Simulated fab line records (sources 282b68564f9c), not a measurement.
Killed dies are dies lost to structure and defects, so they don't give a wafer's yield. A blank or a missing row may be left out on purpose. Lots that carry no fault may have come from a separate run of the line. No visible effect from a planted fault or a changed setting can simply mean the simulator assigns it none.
A lot that was struck, set against a sound lot || flow rit_cmos || 27 steps out of a route of 202
Sound: the wafers L139.2, L139.3, L139.6. Wafers struck: L145.3, L145.4, L145.6. The cause is given at the end.
Order at every step that has rows: each side's tool, ch and its chambers, its first start. Under that, the readings that differ: sound wafers || struck wafers || difference of the means || sigmas: that difference in standard deviations of wafers without a fault.
alike: readings whose means differ by less than 2 such deviations, and words and numbers that are the same on both sides. not compared: withheld readings, readings that some wafer has no value for, bounds like >300 that may hide the same value, and numbers for which the record gives no deviation and whose values overlap.
Wherever a step has rows on one side only, a row that says differs or no value, or a row with sigmas, the two part there. Numbers that have no deviation but don't overlap get no sigmas and don't part them. A reading that every wafer of one side lacks parts them only if that side has two wafers or more.

RIT_SDANNEAL_RTA_03: time 5 s.
  sound on rtp_anneal-01 ch 0, day 4 07:49; struck on rtp_anneal-01 ch 0, day 5 11:57
  alike: wafer_temp_C_max
RIT_SDANNEAL_RS_MEAS_04: measurement is done with a four-point probe.
  sound: film_metro-02 at day 4 07:53; struck: film_metro-03 at day 5 12:01
  alike: PSD_RS
RIT_SDANNEAL_RS_MEAS_05: measurement is done with a four-point probe.
  sound: film_metro-02 at day 4 08:00; struck: film_metro-03 at day 5 12:08
  alike: NSD_RS
RIT_SDANNEAL_RS_MEAS_06: measurement is done with a four-point probe.
  sound: film_metro-02 at day 4 08:07; struck: film_metro-03 at day 5 12:16
  alike: PLDD_RS
RIT_SDANNEAL_RS_MEAS_07: measurement is done with a four-point probe.
  sound: film_metro-02 at day 4 08:14; struck: film_metro-03 at day 5 12:23
  alike: NLDD_RS
then, 1 step without rows for these wafers: RIT_SILICIDE_WET_ETCH_00 (etches SiO2 in BOE, target depth 14 nm, time 15 s).
RIT_SILICIDE_SPUTTER_01: material Ti, target thk 30 nm, time 240 s.
  sound: pvd_sputter-04 at day 4 08:21; struck: pvd_sputter-04 at day 5 12:29
  alike: throttle_valve_pct
RIT_SILICIDE_RS_MEAS_02: measurement is done with a four-point probe.
  sound: film_metro-03 at day 4 08:31; struck: film_metro-01 at day 5 12:40
  alike: SILICIDE_TI_RS
RIT_SILICIDE_THK_MEAS_03: measures by xrf.
  sound: film_metro-03 at day 4 08:38; struck: film_metro-01 at day 5 12:46
  alike: SILICIDE_TI_THK
RIT_SILICIDE_RTA_04: time 10 s, ramp up 5 s, ramp down 5 s.
  sound on rtp_anneal-01 ch 0, day 4 08:41; struck on rtp_anneal-02 ch 0, day 5 12:50
  alike: wafer_temp_C_max
then, 1 step without rows for these wafers: RIT_SILICIDE_WET_ETCH_05 (etches Ti in SPM, time 120 s).
RIT_SILICIDE_RTA_06: time 10 s, ramp up 5 s, ramp down 10 s.
  sound on rtp_anneal-02 ch 0, day 4 08:48; struck on rtp_anneal-01 ch 0, day 5 12:56
  alike: wafer_temp_C_max
RIT_CONTACT_CVD_00: deposits SiO2 from TEOS, target thk 400 nm, time 61 s.
  sound on pecvd-01 ch 0,1,2, day 4 08:52; struck on pecvd-01 ch 1,2, day 5 13:01
  no value came back on the struck wafers for heater_power_w (W), rf_fwd_power_W (W); on the sound wafers heater_power_w (W) reads 316 296 427
then, 6 steps without rows for these wafers: RIT_CONTACT_HMDS_02 (prime time 60 s); RIT_CONTACT_COAT_03 (resist thk 1000 nm); RIT_CONTACT_SOFTBAKE_04 (time 60 s); RIT_CONTACT_EXPOSE_05 (exposes mask M11, target cd 1000 nm); RIT_CONTACT_PEB_06; RIT_CONTACT_DEVELOP_07 (develop time 120 s).
RIT_CONTACT_CD_MEAS_08 targets a cd of 1000 nm.
  sound: cd_sem-02 at day 4 10:09; struck: cd_sem-02 at day 5 14:08
  alike: cd_nm
RIT_CONTACT_OVL_MEAS_09:
  sound: overlay-02 at day 4 10:15; struck: overlay-01 at day 5 14:13
  alike: CONTACT_OVL
then, 1 step without rows for these wafers: RIT_CONTACT_HARDBAKE_10 (time 60 s).
RIT_CONTACT_ETCH_11: etches SiO2 in CHF3/CF4/Ar, stops on TiSi2, target depth 480 nm, time 320 s.
  sound on rie_diel-04 ch 0,2,3, day 4 10:44; struck on rie_diel-02 ch 2,3, day 5 14:23
{"reading": "oes_product_au (a.u.)", "sound": "0.959 0.994 0.982", "struck": "0.927 0.939 0.937", "difference": -0.044, "sigmas": -3}
{"reading": "model.etch.depth_nm (nm)", "sound": "394.3 392.9 405.5", "struck": "0 0 0", "difference": -398, "sigmas": ""}
{"reading": "model.CONTACT.feature_depth_nm (nm)", "sound": "394.3 392.9 405.5", "struck": "1e-09 1e-09 1e-09", "difference": -4e+02, "sigmas": ""}
  alike: drypump_motor_current_A, rf_fwd_power_W, throttle_valve_pct
  not compared: rf_hours_counter_h
RIT_CONTACT_STRIP_12: strips in O2, time 172.5 s.
  sound on plasma_asher-03 ch 0,1, day 4 10:55; struck on plasma_asher-01 ch 0,1, day 5 14:39
  alike: drypump_motor_current_A
  not compared: rf_hours_counter_h
RIT_CONTACT_CD_MEAS_90 targets a cd of 1000 nm.
  sound: cd_sem-01 at day 4 11:07; struck: cd_sem-02 at day 5 14:48
{"reading": "cd_nm (nm)", "sound": "995.6 997.3 995.9", "struck": "- - -", "difference": "no value on the struck wafers", "sigmas": ""}
then, 1 step without rows for these wafers: RIT_CONTACT_CLEAN_13 (cleans in SC1, time 600 s).
RIT_M1_PROBE_99:
  the record has rows for the struck wafers here (prober-02, day 5 19:28) and none for the sound ones

WHERE THEY PART
Earliest at RIT_CONTACT_CVD_00; latest, in this record, at RIT_M1_PROBE_99.

WHY: what the simulator had put in
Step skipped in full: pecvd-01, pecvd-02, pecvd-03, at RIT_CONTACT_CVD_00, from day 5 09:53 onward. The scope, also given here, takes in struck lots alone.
